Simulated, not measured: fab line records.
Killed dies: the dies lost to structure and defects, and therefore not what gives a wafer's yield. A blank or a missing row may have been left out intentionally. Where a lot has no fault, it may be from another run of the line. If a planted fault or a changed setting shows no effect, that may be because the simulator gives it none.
Which tool is to blame? -- flow berkeley_cmos170 -- 39 wafers from 13 lots sampled at 3 of the route's 331 steps

== WHAT EACH GAUGE READ, for each wafer ==
UCB170_NLDD_TW_MEAS_11. Usual: NLDD_TW gives 2213 (standard deviation 14).
lot,measured,on,NLDD_TW,flag
L375,day 7 05:10,film_metro-03,2215 2228 2224,
L379,day 8 02:50,film_metro-03,2210 2213 2212,
L376,day 8 03:23,film_metro-02,2217 2215 2228,
L377,day 8 03:40,film_metro-03,2222 2223 2218,
L378,day 8 03:47,film_metro-03,2218 2231 2220,
L380,day 8 05:59,film_metro-03,2224 2244 2228,
L381,day 8 06:14,film_metro-01,2187 2186 2191,
L391,day 10 17:26,film_metro-03,2239 2227 2225,
L393,day 10 17:43,film_metro-01,2174 2179 2176,
L394,day 10 17:59,film_metro-02,2217 2206 2208,
L396,day 11 08:15,film_metro-01,2208 2209 2213,
L397,day 11 08:28,film_metro-02,2236 2229 2212,
L398,day 11 20:10,film_metro-01,2224 2212 2207,

UCB170_M3_RS_MEAS_02: uses a four-point probe to measure. Usual: M3_AL_RS gives 0.0333 ohm/sq (standard deviation 0.00044).
lot,measured,on,M3_AL_RS (ohm/sq),flag
L375,day 8 13:49,film_metro-01,0.0336 0.0332 0.0327,
L379,day 9 07:31,film_metro-01,0.0336 0.0338 0.0337,
L376,day 9 06:17,film_metro-03,0.0335 0.0332 0.0331,
L377,day 9 11:17,film_metro-01,0.0337 0.0336 0.0331,
L378,day 9 09:10,film_metro-01,0.0342 0.0346 0.0340,
L380,day 9 12:23,film_metro-02,0.0333 0.0333 0.0327,
L381,day 9 10:31,film_metro-02,0.0330 0.0327 0.0325,
L391,day 11 23:15,film_metro-01,0.0324 0.0334 0.0333,
L393,day 12 04:59,film_metro-02,0.0333 0.0331 0.0342,
L394,day 12 04:26,film_metro-01,0.0327 0.0333 0.0330,
L396,day 12 14:42,film_metro-01,0.0336 0.0331 0.0335,
L397,day 12 15:57,film_metro-03,0.0332 0.0338 0.0340,
L398,day 13 04:01,film_metro-01,0.0336 0.0331 0.0332,

== TOOL THAT RAN EACH LOT (tool first, then ch and the chambers of the sampled wafers, then the start) ==
lot,UCB170_M1_ETCH_11
L375,"rie_diel-02 ch 2,3, day 7 22:57"
L379,"rie_diel-03 ch 1,2,3, day 8 19:42"
L376,"rie_diel-02 ch 0,2,3, day 8 19:28"
L377,"rie_diel-03 ch 0,1, day 8 22:32"
L378,"rie_diel-02 ch 0,3, day 8 21:56"
L380,"rie_diel-01 ch 1,2, day 9 00:14"
L381,"rie_diel-02 ch 2,3, day 8 23:24"
L391,"rie_diel-01 ch 0,2,3, day 11 12:59"
L393,"rie_diel-02 ch 0,1,2, day 11 15:50"
L394,"rie_diel-03 ch 1,3, day 11 15:50"
L396,"rie_diel-03 ch 0,1,3, day 12 05:05"
L397,"rie_diel-02 ch 1,2, day 12 05:38"
L398,"rie_diel-03 ch 1,2,3, day 12 16:22"
- UCB170_M1_ETCH_11: etches BARC in N2/H2.

== WHAT THE TOOLS THEMSELVES READ (means of the sampled wafers that have a number; where no wafer has one, the mark that the record gives instead) ==
UCB170_M1_ETCH_11. Usual: chamber_pressure_mTorr 30.000 mTorr, standard deviation 0.027; drypump_motor_current_A 5.3 A, standard deviation 0.42; oes_product_au 0.999 a.u., standard deviation 0.026; throttle_valve_pct 13.31 %, standard deviation 0.11.
lot,tool,chamber_pressure_mTorr (mTorr),drypump_motor_current_A (A),oes_product_au (a.u.),throttle_valve_pct (%),flag
L375,rie_diel-02,30.021,5.4,1.016,13.39,
L379,rie_diel-03,30.027,5.9,0.994,13.19,
L376,rie_diel-02,30.028,5.2,1.022,13.31,
L377,rie_diel-03,30.009,5.2,1.007,13.18,
L378,rie_diel-02,29.983,5.1,1.031,13.28,
L380,rie_diel-01,30.044,5.2,0.987,13.46,
L381,rie_diel-02,30.018,5.4,1.034,13.39,
L391,rie_diel-01,29.997,5.1,0.998,13.38,
L393,rie_diel-02,30.015,5.1,0.986,13.34,
L394,rie_diel-03,30.004,5.7,0.995,13.20,
L396,rie_diel-03,30.003,5.4,0.995,13.21,
L397,rie_diel-02,30.001,5.3,0.990,13.41,
L398,rie_diel-03,29.986,5.9,0.992,13.20,

== THE ANSWER, worked out from the rows above alone ==
Rule: lot off if the mean of its wafers having a number is beyond 3 standard deviations from the usual mean. Also off: a lot with no number at a reading for which 4 or more lots have one. Any other lot the step has rows for is counted as sound. After the gauges, taken in route order, come the tools' own readings; for these a lot's mean is taken, as printed above. The first step at which some lot is off is used, and at that step the reading that is off furthest; a lot without a number counts as furthest.
None of the lots is off at any reading shown; this tells nothing.

== WHAT WAS PUT IN BY THE SIMULATOR ==
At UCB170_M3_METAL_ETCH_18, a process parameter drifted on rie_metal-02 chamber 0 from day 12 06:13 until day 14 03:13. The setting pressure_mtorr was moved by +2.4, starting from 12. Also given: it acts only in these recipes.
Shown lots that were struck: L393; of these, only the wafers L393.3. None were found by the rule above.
